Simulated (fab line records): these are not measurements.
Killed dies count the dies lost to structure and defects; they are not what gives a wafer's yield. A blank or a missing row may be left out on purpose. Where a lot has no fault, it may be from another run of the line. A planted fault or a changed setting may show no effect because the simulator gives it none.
2 desks, one fault / flow berkeley cmos170 / each desk has only its own numbers; what lay behind them comes last

== DESK OF THE TOOL OWNER: pvd sputter-02 ==
The tool's own readings at UCB170_M2_SPUTTER_01 (material Al, target thk 900 nm, time 120 s): means of the sampled wafers that have a number, for each lot that ran on this tool. The brackets show how far a lot's mean lies from the usual mean; more than 4 standard deviations puts the lot out of limits, marked OUT.
Columns: A = throttle valve pct at UCB170_M2_SPUTTER_01, usual 30.3 %
lot=L608; first seen here=day 9 08:40; A=30.8
lot=L609; first seen here=day 9 15:12; A=31.1
lot=L619; first seen here=day 12 01:16; A=31.0
Result from this desk: across the 3 lots, nothing is out of limits.

== AT THE METROLOGY DESK ==
Lot by lot, what the gauges showed, no matter which tool ran the lot: averages of those sampled wafers that carry a number. The brackets show how far a lot's mean lies from the usual mean; more than 4 standard deviations puts the lot out of limits, marked OUT.
Columns: A = M2_AL_RS at UCB170_M2_RS_MEAS_02, usual 0.0323 ohm/sq; B = M2_AL_THK at UCB170_M2_THK_MEAS_03, usual 907 nm; C = M2_OVL at UCB170_M2_OVL_MEAS_16, usual 1 nm; D = V2_BOW at UCB170_V2_BOW_MEAS_03, usual 37 um
lot=L608; first seen here=day 9 08:45; A=0.0325; B=897; C=4; D=41
lot=L609; first seen here=day 9 15:17; A=0.0323; B=910; C=-2; D=28
lot=L610; first seen here=day 9 17:08; A=0.0327; B=895; C=3; D=42
lot=L611; first seen here=day 10 11:23; A=0.0324; B=905; C=13; D=42
lot=L614; first seen here=day 11 04:25; A=0.0320; B=919; C=-2; D=40
lot=L619; first seen here=day 12 01:21; A=0.0342; B=864; C=1; D=36
lot=L621; first seen here=day 12 11:08; A=0.0325; B=903; C=-5; D=41
lot=L620; first seen here=day 12 11:49; A=0.0321; B=902; C=5; D=35
lot=L622; first seen here=day 12 15:50; A=0.0324; B=910; C=6; D=52
lot=L625; first seen here=day 12 18:20; A=0.0325; B=906; C=-1; D=46
lot=L628; first seen here=day 13 00:16; A=0.0325; B=907; C=-3; D=40
lot=L629; first seen here=day 13 17:32; A=0.0315; B=927; C=3; D=36
lot=L630; first seen here=day 13 22:14; A=0.0327; B=898; C=6; D=32
Result from this desk: across the 13 lots, nothing is out of limits.

== ALL TOGETHER ==
Nothing out of limits was seen by the tool owner's desk.
Metrology desk: nothing out of limits seen.

== WHAT THE SIMULATOR PUT IN ==
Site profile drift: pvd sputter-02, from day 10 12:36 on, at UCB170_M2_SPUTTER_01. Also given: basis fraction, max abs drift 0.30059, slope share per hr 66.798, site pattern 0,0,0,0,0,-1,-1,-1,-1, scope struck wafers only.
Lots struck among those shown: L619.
